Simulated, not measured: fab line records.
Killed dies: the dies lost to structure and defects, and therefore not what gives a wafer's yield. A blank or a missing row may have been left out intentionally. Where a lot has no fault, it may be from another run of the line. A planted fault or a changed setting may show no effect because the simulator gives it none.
Problem report in the 8D (eight disciplines) form, filled by code | flow ritCmos | the parts of the form that need people (team, actions taken, sign-off) are left out

== 1. WHAT WENT WRONG ==
Wafers without a fault read 0.847 a.u., standard deviation 0.0099; oesProductAu at RIT_GATE_ETCH_19 reads a mean of 0.918 a.u. on 2 wafers belonging to 2 lots. That is +7.2 standard deviations from the usual mean.
The step: etches poly-Si in SF6/CHF3/O2, stops on SiO2, time 165 s, target depth 312.5 nm.
First observed at day 5 15:28: wafer L263.5, on rieSi-01. The record has a number at this step for 18 wafers belonging to 6 lots. Rule for "out" (also "out of limits"): further than 4 standard deviations from the usual mean. The rest of the wafers with a number are treated as sound.

== 2. WHAT IT IS; WHAT IT IS NOT ==
question                    | is               | is not
which readings at this step | oesProductAu     | CHF3_flow_sccm, drypumpMotorCurrentA
which lots                  | L263, L265       | L249, L254, L264, L271
which wafers of those lots  | L263.5, L265.3   | L263.1, L263.3, L265.1, L265.4
read on which tools         | rieSi-01         | rieSi-02
when                        | from day 5 15:28 | up to then (8 sound wafers); but 8 sound wafers of L264, L265, L271 came after

== 3. THE SUSPECTS, EACH WITH WHAT RULES IT OUT ==
Counting: any tool at a process step up to the reading remains a suspect provided it ran every lot that is out. Sound lots after the first of them don't rule it out here, since some wafers of a struck lot are sound.
- rieSi-01 at RIT_GATE_ETCH_19 (etches poly-Si in SF6/CHF3/O2, stops on SiO2, time 165 s, target depth 312.5 nm): kept. It ran every lot that is out, first L263 (day 5 15:28); its last sound lot up to then is L249 (day 2 19:53). Its own oesProductAu readings are out on those wafers.
- Within rieSi-01 at RIT_GATE_ETCH_19: the wafers that are out ran in chamber 1; their sound lot-mates ran in chambers 0, 2, 3.
Remaining after the count: rieSi-01 at RIT_GATE_ETCH_19.

== 4. THE CAUSE (what the simulator had put in) ==
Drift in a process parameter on rieSi-01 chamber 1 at RIT_GATE_ETCH_19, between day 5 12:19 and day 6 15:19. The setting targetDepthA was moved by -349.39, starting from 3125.
Only this tool survived the counting.

== 5. THE EFFECT CHAIN, in route order ==
Each row: a reading where the mean over the struck wafers with a number is more than 3 standard deviations away from the usual. Readings are gone through only where the record gives a usual standard deviation; hours: the median, over the lots, of the time from a lot's start at the first step in this table giving one to that lot's start at this step; sigmas: the change measured in usual standard deviations.
hours | step             | reading      | usual      | on struck wafers | change | sigmas
0     | RIT_GATE_ETCH_19 | oesProductAu | 0.847 a.u. | 0.918            | +0.071 | +7.2
Process steps it contains:
- RIT_GATE_ETCH_19: etches poly-Si in SF6/CHF3/O2, stops on SiO2, time 165 s, target depth 312.5 nm.

== 6. WHAT WOULD HAVE CAUGHT IT SOONER ==
In this record no reading fell out of limits until day 5 15:28, 3 hours after the fault had begun at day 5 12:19.
